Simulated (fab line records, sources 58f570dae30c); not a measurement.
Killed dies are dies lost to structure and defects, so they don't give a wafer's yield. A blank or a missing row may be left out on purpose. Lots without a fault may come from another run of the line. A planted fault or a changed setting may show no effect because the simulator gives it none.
Which tool did it? | flow berkeley_cmos170 | 14 lots, 42 wafers sampled, at 4 steps of a route of 331

WHAT THE GAUGES READ, wafer by wafer
UCB170_NWELL_THK_MEAS_02. Usual: NWELL_OXIDE_THK 26.6 nm, standard deviation 0.47.
lot  | measured    | on            | NWELL_OXIDE_THK (nm) | flag
L186 | day 2 13:22 | film_metro-02 | 26.1 26.6 26.4       |
L187 | day 2 22:13 | film_metro-02 | 27.2 27.3 27.2       |
L188 | day 2 22:16 | film_metro-02 | 27.0 27.2 27.5       |
L189 | day 2 22:13 | film_metro-04 | 26.0 25.9 26.5       |
L190 | day 3 12:41 | film_metro-04 | 26.5 27.5 26.9       |
L194 | day 4 07:03 | film_metro-04 | 26.3 26.5 26.5       |
L196 | day 4 17:59 | film_metro-01 | 26.5 26.6 27.0       |
L197 | day 4 19:53 | film_metro-04 | 37.4 37.8 37.3       | OFF
L198 | day 4 20:41 | film_metro-02 | 38.7 38.8 39.7       | OFF
L199 | day 5 07:02 | film_metro-02 | 26.3 26.4 26.6       |
L204 | day 6 03:20 | film_metro-02 | 26.6 27.2 26.4       |
L205 | day 6 13:50 | film_metro-04 | 26.5 25.8 26.5       |
L206 | day 6 13:51 | film_metro-02 | 26.7 27.6 26.9       |
L207 | day 6 23:57 | film_metro-04 | 26.2 26.0 26.2       |

UCB170_V1_THK_MEAS_04. Usual: V1_POLISHED_THK 999.9 nm, standard deviation 1.1.
lot  | measured     | on            | V1_POLISHED_THK (nm) | flag
L186 | day 8 16:59  | film_metro-04 | 1000.3 998.5 998.9   |
L187 | day 9 09:50  | film_metro-04 | 998.4 1001.2 1002.5  |
L188 | day 9 05:53  | film_metro-04 | 998.0 998.1 1000.5   |
L189 | day 9 08:29  | film_metro-02 | 1000.3 1000.0 999.8  |
L190 | day 9 19:55  | film_metro-02 | 998.9 1000.7 999.6   |
L194 | day 9 21:33  | film_metro-01 | 999.3 1000.8 999.8   |
L196 | day 11 01:16 | film_metro-02 | 1001.5 998.2 999.4   |
L197 | day 11 02:54 | film_metro-04 | 1002.2 1000.5 1000.8 |
L198 | day 11 03:12 | film_metro-02 | 998.4 1001.8 1001.1  |
L199 | day 11 17:10 | film_metro-04 | 1000.6 999.7 1001.0  |
L204 | day 12 18:45 | film_metro-01 | 1002.7 1000.8 1001.7 |
L205 | day 12 21:25 | film_metro-01 | 999.5 998.9 998.1    |
L206 | day 12 20:05 | film_metro-02 | 1000.7 1000.3 999.0  |
L207 | day 13 14:23 | film_metro-01 | 999.5 1001.2 999.4   |

UCB170_M3_BOW_MEAS_20. Usual: M3_BOW 34 um, standard deviation 7.3.
lot  | measured     | on            | M3_BOW (um) | flag
L186 | day 9 04:17  | film_metro-03 | 42 41 38    |
L187 | day 10 00:51 | film_metro-03 | 30 27 32    |
L188 | day 9 16:01  | film_metro-02 | 51 31 30    |
L189 | day 9 20:18  | film_metro-01 | 40 23 32    |
L190 | day 10 09:34 | film_metro-02 | 48 30 32    |
L194 | day 10 11:31 | film_metro-03 | 32 37 35    |
L196 | day 11 13:22 | film_metro-02 | 27 34 16    |
L197 | day 11 14:23 | film_metro-01 | 45 55 33    |
L198 | day 11 15:05 | film_metro-01 | 35 26 27    |
L199 | day 12 05:13 | film_metro-03 | 33 30 20    |
L204 | day 13 05:35 | film_metro-03 | 30 40 39    |
L205 | day 13 10:55 | film_metro-03 | 20 45 40    |
L206 | day 13 06:02 | film_metro-01 | 32 38 24    |
L207 | day 14 02:43 | film_metro-01 | 30 34 39    |

WHICH TOOL RAN EACH LOT (tool, then ch and the chambers of the sampled wafers, then the start)
lot  | UCB170_NWELL_OXIDATION_01
L186 | furnace-04 ch 0, day 2 12:00
L187 | furnace-04 ch 0, day 2 20:52
L188 | furnace-04 ch 0, day 2 20:52
L189 | furnace-04 ch 0, day 2 20:52
L190 | furnace-04 ch 0, day 3 11:20
L194 | furnace-04 ch 0, day 4 05:42
L196 | furnace-04 ch 0, day 4 16:38
L197 | furnace-04 ch 0, day 4 16:38 and furnace-02 ch 0, day 4 18:26
L198 | furnace-04 ch 0, day 4 16:38
L199 | furnace-01 ch 0, day 5 05:41
L204 | furnace-01 ch 0, day 6 01:59
L205 | furnace-01 ch 0, day 6 12:29
L206 | furnace-01 ch 0, day 6 12:29
L207 | furnace-04 ch 0, day 6 22:34
- UCB170_NWELL_OXIDATION_01: target thk 26.4 nm, ox time 1260 s.

WHAT THE TOOLS THEMSELVES READ (means of the sampled wafers that have a number; where no wafer has one, the mark that the record gives instead)
UCB170_NWELL_OXIDATION_01. Usual: ox_temp_c 1000.0 C, standard deviation 0.45; tube_center_temp_C 1000 C, standard deviation 0.1; tube_center_temp_C_max 1002.6, standard deviation 0.4; zone_power_load_pct 39 %, standard deviation 3.8.
lot  | tool                  | ox_temp_c (C) | tube_center_temp_C (C) | tube_center_temp_C_max | zone_power_load_pct (%) | flag
L186 | furnace-04            | 1000.1        | 1000                   | 1002.3                 | 38                      |
L187 | furnace-04            | 999.6         | 1000                   | 1002.7                 | 37                      |
L188 | furnace-04            | 999.7         | 1000                   | 1002.7                 | 38                      |
L189 | furnace-04            | 1000.3        | 1000                   | 1002.4                 | 38                      |
L190 | furnace-04            | 1000.1        | 1000                   | 1002.6                 | 38                      |
L194 | furnace-04            | 1000.6        | 1000                   | 1002.6                 | 38                      |
L196 | furnace-04            | 999.7         | 1000                   | 1002.8                 | 38                      |
L197 | furnace-04/furnace-02 | 1000.2        | 1000                   | 1002.8                 | 34                      |
L198 | furnace-04            | 999.8         | 1000                   | 1002.5                 | 38                      |
L199 | furnace-01            | 1000.4        | 1000                   | 1002.9                 | 43                      |
L204 | furnace-01            | 999.5         | 1000                   | 1002.5                 | 44                      |
L205 | furnace-01            | 1000.4        | 1000                   | 1002.3                 | 44                      |
L206 | furnace-01            | 1000.4        | 1000                   | 1002.4                 | 43                      |
L207 | furnace-04            | 1000.4        | 1000                   | 1002.7                 | 37                      |

THE ANSWER, worked out from the rows above alone
Rule: a lot is off if the mean of its wafers that have a number lies more than 3 standard deviations from the usual mean. A lot without any number at a reading at which 4 lots or more have one is off too. The other lots that the step has rows for count as sound. The gauges are gone through in route order, then the tools' own readings, and for those a lot's mean is taken as printed above. The first step at which some lot is off is used, and at that step the reading that is off furthest; a lot without a number counts as furthest.
Off: L197, L198, at UCB170_NWELL_THK_MEAS_02 (NWELL_OXIDE_THK).
A tool fits if, at a process step before that reading, it ran every lot that is off, and no sound lot after the first of them. The gauges at UCB170_NWELL_THK_MEAS_02 are tried like those tools. None of those tried fits.

WHAT THE SIMULATOR HAD PUT IN
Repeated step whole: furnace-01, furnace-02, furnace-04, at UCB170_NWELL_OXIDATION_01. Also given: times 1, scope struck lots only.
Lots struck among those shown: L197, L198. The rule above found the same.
